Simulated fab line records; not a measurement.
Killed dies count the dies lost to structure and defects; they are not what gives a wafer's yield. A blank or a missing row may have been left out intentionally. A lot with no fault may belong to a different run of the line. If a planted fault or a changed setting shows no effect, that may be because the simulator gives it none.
Which tool is to blame? / flow ritCmos / 42 wafers from 14 lots sampled at 2 of the route's 202 steps

## WHAT THE GAUGES READ, wafer by wafer
RIT_NWELL_OVL_MEAS_06. Usual: NWELL_OVL gives -1.0 nm (standard deviation 1.5).
lot=L609; measured=day 2 03:02; on=overlay-01; NWELL_OVL (nm)=-2.6 -0.6 -2.8; flag=
lot=L612; measured=day 2 17:21; on=overlay-02; NWELL_OVL (nm)=-2.0 -2.9 -1.8; flag=
lot=L613; measured=day 2 20:56; on=overlay-02; NWELL_OVL (nm)=-2.4 -3.8 -3.7; flag=
lot=L615; measured=day 3 08:18; on=overlay-02; NWELL_OVL (nm)=-2.0 -0.6 -0.2; flag=
lot=L616; measured=day 3 12:32; on=overlay-01; NWELL_OVL (nm)=-0.1 -1.6 -1.5; flag=
lot=L617; measured=day 3 16:03; on=overlay-01; NWELL_OVL (nm)=-4.2 -3.4 -1.9; flag=
lot=L618; measured=day 4 01:36; on=overlay-02; NWELL_OVL (nm)=0.1 -0.3 -0.9; flag=
lot=L619; measured=day 4 02:10; on=overlay-01; NWELL_OVL (nm)=-1.7 -1.6 -1.9; flag=
lot=L624; measured=day 5 01:25; on=overlay-01; NWELL_OVL (nm)=-2.1 -0.6 -1.6; flag=
lot=L627; measured=day 5 20:18; on=overlay-02; NWELL_OVL (nm)=0.9 0.9 0.2; flag=
lot=L629; measured=day 6 05:59; on=overlay-02; NWELL_OVL (nm)=-1.5 -1.3 0.8; flag=
lot=L630; measured=day 6 09:19; on=overlay-02; NWELL_OVL (nm)=-0.8 -2.3 -2.8; flag=
lot=L631; measured=day 6 13:28; on=overlay-02; NWELL_OVL (nm)=0.0 -2.4 -0.3; flag=
lot=L632; measured=day 6 20:51; on=overlay-01; NWELL_OVL (nm)=-0.4 0.1 -0.2; flag=

RIT_WELLDRIVE_RS_MEAS_01: measures by four-point-probe. Usual: NWELL_RS gives 275.5 ohm/sq (standard deviation 0.88).
lot=L609; measured=day 2 11:11; on=filmMetro-03; NWELL_RS (ohm/sq)=274.9 276.1 276.1; flag=
lot=L612; measured=day 3 00:57; on=filmMetro-03; NWELL_RS (ohm/sq)=274.4 275.0 273.7; flag=
lot=L613; measured=day 3 05:09; on=filmMetro-01; NWELL_RS (ohm/sq)=275.2 276.7 275.8; flag=
lot=L615; measured=day 3 16:03; on=filmMetro-03; NWELL_RS (ohm/sq)=276.0 276.7 275.2; flag=
lot=L616; measured=day 3 22:13; on=filmMetro-03; NWELL_RS (ohm/sq)=275.4 276.0 275.9; flag=
lot=L617; measured=day 4 01:51; on=filmMetro-02; NWELL_RS (ohm/sq)=274.9 276.5 275.3; flag=
lot=L618; measured=day 4 09:34; on=filmMetro-03; NWELL_RS (ohm/sq)=276.7 276.7 276.9; flag=
lot=L619; measured=day 4 10:27; on=filmMetro-01; NWELL_RS (ohm/sq)=275.9 275.7 276.0; flag=
lot=L624; measured=day 5 09:02; on=filmMetro-03; NWELL_RS (ohm/sq)=276.3 276.8 276.2; flag=
lot=L627; measured=day 6 05:32; on=filmMetro-01; NWELL_RS (ohm/sq)=273.9 274.1 274.1; flag=
lot=L629; measured=day 6 13:47; on=filmMetro-03; NWELL_RS (ohm/sq)=275.5 275.0 275.4; flag=
lot=L630; measured=day 6 18:52; on=filmMetro-01; NWELL_RS (ohm/sq)=273.8 273.5 273.9; flag=
lot=L631; measured=day 6 20:56; on=filmMetro-01; NWELL_RS (ohm/sq)=275.8 275.1 275.2; flag=
lot=L632; measured=day 7 05:49; on=filmMetro-03; NWELL_RS (ohm/sq)=277.4 276.4 277.1; flag=

## EACH LOT AND THE TOOL THAT RAN IT (in order: tool; ch and the chambers of the sampled wafers; start)
Record: no process step prior to these readings.

## AS READ BY THE TOOLS THEMSELVES (means over the sampled wafers that have a number; for cases with no such wafer, the mark the record gives instead)
The record holds no such reading with a usual standard deviation.

## THE ANSWER, worked out from the rows above alone
Rule: take the mean of a lot's wafers that have a number; if it is more than 3 standard deviations from the usual mean, the lot is off. A lot without any number at a reading at which 4 lots or more have one is off too. All remaining lots with rows at the step are treated as sound. After the gauges, taken in route order, come the tools' own readings; for these a lot's mean is taken, as printed above. The first step at which some lot is off is used, and at that step the reading that is off furthest; a lot without a number counts as furthest.
None of the lots is off at any reading shown; this tells nothing.

## WHAT WAS PUT IN BY THE SIMULATOR
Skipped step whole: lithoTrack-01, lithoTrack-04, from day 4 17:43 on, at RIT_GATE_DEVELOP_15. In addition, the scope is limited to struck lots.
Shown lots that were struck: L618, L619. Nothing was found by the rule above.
